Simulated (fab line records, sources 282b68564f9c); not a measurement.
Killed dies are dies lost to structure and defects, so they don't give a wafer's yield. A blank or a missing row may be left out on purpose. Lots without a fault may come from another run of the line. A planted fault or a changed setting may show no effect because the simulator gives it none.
Problem report in the 8D (eight disciplines) form, filled by code | flow rit_cmos | the parts of the form that need people (team, actions taken, sign-off) are left out

1. THE PROBLEM
run_length_s at RIT_CONTACT_STRIP_12 reads a mean of 183.2 s on 9 wafers of 3 lots; wafers without a fault read 208.4 s with a standard deviation of 0.42. That is -60 standard deviations from the usual mean.
The step: strips in O2, time 180 s.
First seen on wafer L578.2, day 5 19:35, on plasma_asher-03. The record holds 21 wafers of 7 lots with a number at this step. Rule for "out", or "out of limits": more than 4 standard deviations from the usual mean. The other wafers with a number count as sound.

2. WHAT IT IS AND WHAT IT IS NOT
question                    | is                     | is not
which readings at this step | run_length_s           | drypump_motor_current_A
which lots                  | L578, L579, L580       | L567, L570, L583, L584
which wafers of those lots  | all that have a number | -
read on which tools         | plasma_asher-03        | plasma_asher-01
when                        | from day 5 19:35       | up to then (6 sound wafers); but 6 sound wafers of L583, L584 came after

3. SUSPECTS, AND WHAT RULES EACH OUT
Counting: a tool at a process step up to the reading stays a suspect if it ran every lot that is out and no sound lot after the first of them.
- plasma_asher-03 at RIT_CONTACT_STRIP_12 (strips in O2, time 180 s): kept. It ran every lot that is out, first L578 (day 5 19:35), and no sound lot after that; its last sound lot up to then is L570 (day 4 04:40). Its own readings are out on those wafers: run_length_s.
Left after counting: plasma_asher-03 at RIT_CONTACT_STRIP_12.

4. THE CAUSE (what the simulator had put in)
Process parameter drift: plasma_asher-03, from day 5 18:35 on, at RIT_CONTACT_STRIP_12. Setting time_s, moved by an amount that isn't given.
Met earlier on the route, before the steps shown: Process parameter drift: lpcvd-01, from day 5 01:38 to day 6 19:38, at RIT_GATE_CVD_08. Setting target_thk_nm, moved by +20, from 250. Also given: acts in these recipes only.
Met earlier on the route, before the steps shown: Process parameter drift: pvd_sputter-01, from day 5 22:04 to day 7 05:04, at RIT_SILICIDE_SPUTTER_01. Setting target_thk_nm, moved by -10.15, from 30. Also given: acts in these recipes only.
Counting left only this tool.

5. THE CHAIN OF EFFECTS, in route order
Each row: a reading whose mean over the struck wafers that have a number lies more than 3 standard deviations from the usual. Only readings for which the record gives a usual standard deviation are gone through. hours: the time from each lot's start at the first step in this table that gives one to its start at this step, as a median over the lots. sigmas: the change in usual standard deviations.
hours | step                 | reading      | usual   | on struck wafers | change | sigmas
0     | RIT_CONTACT_STRIP_12 | run_length_s | 208.4 s | 183.2            | -25.2  | -60
The process steps in it:
- RIT_CONTACT_STRIP_12: strips in O2, time 180 s.
Readings that are blank on the struck wafers while sound wafers have them: rf_refl_power_W at RIT_CONTACT_STRIP_12.
Later measuring or inspecting steps at which every struck wafer that the step has a row for has a number for every such reading, and none has moved that far: RIT_CONTACT_CD_MEAS_90.

6. WHAT WOULD HAVE CAUGHT IT SOONER
In this record the first reading out of limits was taken at day 5 19:35, 1 hour after the fault began at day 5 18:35.
